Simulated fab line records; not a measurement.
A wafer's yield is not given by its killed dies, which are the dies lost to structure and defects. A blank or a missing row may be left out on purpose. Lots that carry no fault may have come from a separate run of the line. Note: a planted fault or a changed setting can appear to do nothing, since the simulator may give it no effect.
Which tool did it? | flow berkeley cmos170 | 42 wafers from 14 lots sampled at 2 of the route's 331 steps

== WHAT EACH GAUGE READ, for each wafer ==
UCB170_GATE_CD_MEAS_90: target cd 350 nm.
lot  | measured     | on        | cd nm (nm)
L235 | day 5 20:46  | cd sem-02 | 346.5 347.0 348.0
L237 | day 6 22:31  | cd sem-02 | 349.6 349.6 349.5
L238 | day 7 12:41  | cd sem-02 | 349.0 349.5 349.6
L239 | day 7 12:50  | cd sem-01 | 349.5 347.9 348.4
L240 | day 7 12:55  | cd sem-02 | 350.8 348.1 348.3
L242 | day 7 21:37  | cd sem-01 | 349.6 350.7 350.4
L241 | day 7 21:49  | cd sem-01 | 351.2 351.8 350.3
L243 | day 8 04:28  | cd sem-02 | 348.7 347.9 349.4
L247 | day 8 20:44  | cd sem-01 | 350.4 349.4 349.1
L249 | day 9 06:40  | cd sem-02 | 349.9 349.0 350.6
L254 | day 9 21:26  | cd sem-02 | 352.0 348.9 349.5
L253 | day 9 21:33  | cd sem-02 | 348.1 349.5 348.0
L258 | day 10 18:26 | cd sem-01 | 351.9 352.2 351.3
L256 | day 10 18:38 | cd sem-02 | 352.8 351.0 349.9

== TOOL THAT RAN EACH LOT (tool first, then ch and the chambers of the sampled wafers, then the start) ==
lot  | UCB170_GATE_ETCH_15
L235 | rie si-02 ch 1,2,3, day 5 20:37
L237 | rie si-01 ch 1,2,3, day 6 22:19
L238 | rie si-02 ch 0,1,3, day 7 12:32
L239 | rie si-01 ch 0,2,3, day 7 12:40
L240 | rie si-02 ch 0,1, day 7 12:46
L242 | rie si-01 ch 1,2, day 7 21:26
L241 | rie si-02 ch 1,2,3, day 7 21:40
L243 | rie si-02 ch 2,3, day 8 04:19
L247 | rie si-01 ch 0,2,3, day 8 20:35
L249 | rie si-02 ch 0,2,3, day 9 06:31
L254 | rie si-01 ch 1,2, day 9 21:08
L253 | rie si-02 ch 0,1,3, day 9 21:24
L258 | rie si-02 ch 0,2,3, day 10 18:14
L256 | rie si-01 ch 1,2,3, day 10 18:29
- UCB170_GATE_ETCH_15: etches poly-Si in HBr/Cl2, stops on SiO2, time 56.3 s, target depth 278.2 nm.

== WHAT THE TOOLS THEMSELVES READ (means of the sampled wafers that have a number; where no wafer has one, the mark that the record gives instead) ==
UCB170_GATE_ETCH_15.
lot  | tool      | drypump motor current A (A) | oes product au (a.u.) | throttle valve pct (%)
L235 | rie si-02 | 5.7                         | 0.816                 | 26.47
L237 | rie si-01 | 6.0                         | 0.816                 | 26.68
L238 | rie si-02 | 5.9                         | 0.824                 | 26.55
L239 | rie si-01 | 6.0                         | 0.807                 | 26.69
L240 | rie si-02 | 5.7                         | 0.830                 | 26.49
L242 | rie si-01 | 6.0                         | 0.816                 | 26.67
L241 | rie si-02 | 5.7                         | 0.807                 | 26.48
L243 | rie si-02 | 5.5                         | 0.823                 | 26.29
L247 | rie si-01 | 6.0                         | 0.820                 | 26.67
L249 | rie si-02 | 5.7                         | 0.825                 | 26.36
L254 | rie si-01 | 5.9                         | 0.827                 | 26.69
L253 | rie si-02 | 5.9                         | 0.829                 | 26.50
L258 | rie si-02 | 5.7                         | 0.833                 | 26.36
L256 | rie si-01 | 6.0                         | 0.825                 | 26.69

== THE ANSWER, worked out from the rows above alone ==
Rule: the usual values come from the lots themselves. Put in order of their means at a reading, lots are off if they are a third of the lots or fewer, leave a main group of 4 or more, and stand apart from it by a gap of 3 or more times the standard deviation of the main group's means; of several such gaps the widest counts. A main group whose means are all the same, to the digits that the tables above print for the reading, isn't used. A lot without any number at a reading at which 4 lots or more have one is off too. All remaining lots with rows at the step are treated as sound. First the gauges in route order, then the tools' own readings, where a lot's mean is used as printed above. The first step at which some lot is off is used, and at that step the reading that is off furthest; a lot without a number counts as furthest.
No lot is off at any reading shown: from this, nothing can be told.

== WHAT THE SIMULATOR HAD PUT IN ==
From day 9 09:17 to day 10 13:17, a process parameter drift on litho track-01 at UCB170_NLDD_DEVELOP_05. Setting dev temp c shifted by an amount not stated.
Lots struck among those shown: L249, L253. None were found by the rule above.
